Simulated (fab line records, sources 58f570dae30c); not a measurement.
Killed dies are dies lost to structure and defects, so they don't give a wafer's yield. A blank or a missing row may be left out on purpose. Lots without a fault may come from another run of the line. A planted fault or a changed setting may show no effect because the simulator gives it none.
One fault seen from 2 desks | flow berkeley_cmos170 | each desk has only its own numbers; what lay behind them comes last

THE METROLOGY DESK
What the gauges read, lot by lot, whatever tool the lot ran on: means of the sampled wafers that have a number. A lot is out of limits, marked OUT, if its mean lies more than 4 standard deviations from the usual mean; the brackets give that distance.
Columns: A = V1_OVL at UCB170_V1_OVL_MEAS_13, usual -3 nm
lot  | first seen here | A
L588 | day 7 16:32     | -8
L587 | day 7 16:48     | -1
L590 | day 7 21:26     | -5
L591 | day 8 19:36     | 3
L593 | day 8 21:14     | -6
L598 | day 10 06:01    | -1
L599 | day 10 06:12    | 1
L600 | day 10 09:34    | -6
L602 | day 10 23:58    | -9
L604 | day 11 02:12    | 0
L601 | day 11 06:29    | -4
L607 | day 11 22:59    | 1
L609 | day 12 02:52    | -7
L608 | day 12 10:51    | -6
This desk's finding: nothing out of limits on any of the 14 lots.

THE TOOL OWNER'S DESK: rie_metal-04
The tool's own readings at UCB170_M1_METAL_ETCH_12 (etches Al in Cl2/BCl3, stops on PSG, target depth 780 nm, time 130 s): means of the sampled wafers that have a number, for each lot that ran on this tool. A lot is out of limits, marked OUT, if its mean lies more than 4 standard deviations from the usual mean; the brackets give that distance.
Columns: A = drypump_motor_current_A at UCB170_M1_METAL_ETCH_12, usual 5.29 A; B = he_backside_leak_sccm at UCB170_M1_METAL_ETCH_12, usual 3.4 sccm; C = mfc_cl2_sccm at UCB170_M1_METAL_ETCH_12, usual 90.01 sccm; D = oes_product_au at UCB170_M1_METAL_ETCH_12, usual 0.850 a.u.; E = throttle_valve_pct at UCB170_M1_METAL_ETCH_12, usual 24.35 %
lot  | first seen here | A    | B   | C     | D     | E
L587 | day 7 07:29     | 5.31 | 3.5 | 90.20 | 0.848 | 24.21
L593 | day 8 14:13     | 5.50 | 3.3 | 90.13 | 0.847 | 24.13
L598 | day 9 21:20     | 5.48 | 3.5 | 90.05 | 0.844 | 24.15
L600 | day 10 04:22    | 5.17 | 3.5 | 89.96 | 0.857 | 24.29
This desk's finding: nothing out of limits on any of the 4 lots.

PUT TOGETHER
The metrology desk saw nothing out of limits.
The tool owner's desk saw nothing out of limits.

WHAT THE SIMULATOR HAD PUT IN
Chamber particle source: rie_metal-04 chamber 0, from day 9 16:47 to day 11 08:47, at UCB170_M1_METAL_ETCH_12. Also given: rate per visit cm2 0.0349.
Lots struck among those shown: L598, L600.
